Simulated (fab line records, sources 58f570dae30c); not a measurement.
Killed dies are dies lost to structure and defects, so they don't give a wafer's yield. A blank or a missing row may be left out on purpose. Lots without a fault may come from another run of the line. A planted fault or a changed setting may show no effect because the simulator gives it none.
Chamber matching | flow berkeley_cmos170 | UCB170_V2_CVD_00 on pecvd-02: 3 sister chambers
The step deposits SiO2 from TEOS/O2, target thk 2000 nm, time 250 s. 6 wafers are shown with their chamber, then 9 later ones without.

WAFERS WITH THEIR CHAMBER
wafer  | chamber | heater_power_w (W) | susceptor_temp_C (C)
L075.6 | 0       | 232                | 390.20
L087.2 | 1       | 219                | 390.45
L087.5 | 2       | 406                | 389.74
L090.3 | 1       | 204                | 390.18
L090.4 | 0       | 227                | 390.14
L090.6 | 2       | 396                | 389.87

WAFERS WITHOUT THEIR CHAMBER
wafer  | heater_power_w (W) | susceptor_temp_C (C)
L093.2 | 246                | 389.71
L093.3 | 399                | 389.84
L093.4 | 314                | 389.80
L096.1 | 333                | 390.17
L096.2 | 256                | 389.93
L096.4 | 233                | 390.14
L097.1 | 315                | 389.99
L097.2 | 393                | 390.04
L097.5 | 226                | 389.95

WHICH CHAMBER EACH WENT THROUGH
wafer  | from the rows above     | in truth
L093.2 | 0                       | 0
L093.3 | 2                       | 2
L093.4 | can't be placed: 2 or 0 | 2
L096.1 | 2                       | 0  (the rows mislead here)
L096.2 | 0                       | 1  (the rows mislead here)
L096.4 | 0                       | 0
L097.1 | can't be placed: 0 or 2 | 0
L097.2 | 2                       | 2
L097.5 | can't be placed: 0 or 1 | 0
Placed correctly: 4 of 9. Can't be placed from these rows: 3 (the true chamber is among the candidates in 3). Placed wrongly: 2.
How it was worked out, from the rows above alone: a wafer's distance from a chamber is the root of the sum, over the readings, of the square of ((its reading less the chamber's mean) divided by the reading's scatter). The wafer belongs to the nearest chamber; if the next one is less than 2 further off, it can't be placed. A chamber's mean is the mean of its shown wafers. The scatter: the root of (the sum of the squares of (reading less its chamber's mean) over the shown wafers, divided by (wafers less chambers)).
